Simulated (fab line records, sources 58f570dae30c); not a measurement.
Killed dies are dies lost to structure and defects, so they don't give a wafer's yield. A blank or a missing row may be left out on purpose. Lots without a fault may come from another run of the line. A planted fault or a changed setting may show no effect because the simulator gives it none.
Problem report in the 8D (eight disciplines) form, filled by code | flow berkeley_cmos170 | the parts of the form that need people (team, actions taken, sign-off) are left out

1. THE PROBLEM
o2_flow_sccm at UCB170_M2_STRIP_07 reads a mean of 600.5 sccm on 6 wafers of 2 lots; wafers without a fault read 399.9 sccm with a standard deviation of 1.2. That is +99 or more standard deviations from the usual mean.
The step: strips in O2.
First seen on wafer L460.2, day 8 11:34, on plasma_asher-04. The record holds 42 wafers of 14 lots with a number at this step. Rule for "out", or "out of limits": more than 4 standard deviations from the usual mean. The other wafers with a number count as sound.

2. WHAT IT IS AND WHAT IT IS NOT
question                    | is                                                     | is not
which readings at this step | o2_flow_sccm, oes_product_au, strip_time_to_endpoint_s | drypump_motor_current_A
which lots                  | L460, L462                                             | L457, L458, L459, L461, L463, L464, L468, L470, L473, L475, L476, L477
which wafers of those lots  | all that have a number                                 | -
read on which tools         | plasma_asher-04                                        | plasma_asher-01, plasma_asher-03
when                        | from day 8 11:34                                       | up to then (9 sound wafers); but 27 sound wafers of L461, L463, L464, L468, L470, L473, L475, L476, L477 came after

3. SUSPECTS, AND WHAT RULES EACH OUT
Counting: a tool at a process step up to the reading stays a suspect if it ran every lot that is out and no sound lot after the first of them.
- pecvd-03 at UCB170_V1_CVD_00 (deposits SiO2 from TEOS/O2, target thk 2000 nm, time 244.9 s): ruled out as a lasting fault. Sound lots L464, L470, L473 ran on it after its first lot that is out, L460 (day 8 08:24).
- plasma_asher-04 at UCB170_M2_STRIP_07 (strips in O2): ruled out as a lasting fault. Sound lots L477 ran on it after its first lot that is out, L460 (day 8 11:34).
Left after counting: nothing in the record.

4. THE CAUSE (what the simulator had put in)
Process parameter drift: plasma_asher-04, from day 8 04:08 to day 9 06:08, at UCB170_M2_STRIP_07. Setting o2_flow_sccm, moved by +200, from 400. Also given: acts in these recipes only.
Counting ruled it out, wrongly.

5. THE CHAIN OF EFFECTS, in route order
Each row: a reading whose mean over the struck wafers that have a number lies more than 3 standard deviations from the usual. Only readings for which the record gives a usual standard deviation are gone through. hours: the time from each lot's start at the first step in this table that gives one to its start at this step, as a median over the lots. sigmas: the change in usual standard deviations.
hours | step               | reading                  | usual      | on struck wafers | change | sigmas
0     | UCB170_M2_STRIP_07 | o2_flow_sccm             | 399.9 sccm | 600.5            | +200.6 | +99 or more
0     | UCB170_M2_STRIP_07 | oes_product_au           | 0.735 a.u. | 0.759            | +0.024 | +5.3
0     | UCB170_M2_STRIP_07 | strip_time_to_endpoint_s | 21.84 s    | 20.88            | -0.96  | -16
The process steps in it:
- UCB170_M2_STRIP_07: strips in O2.
Later measuring or inspecting steps at which every struck wafer that the step has a row for has a number for every such reading, and none has moved that far: UCB170_M2_CD_MEAS_15, UCB170_V2_THK_MEAS_01.

6. WHAT WOULD HAVE CAUGHT IT SOONER
In this record the first reading out of limits was taken at day 8 11:34, 7 hours after the fault began at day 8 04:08.
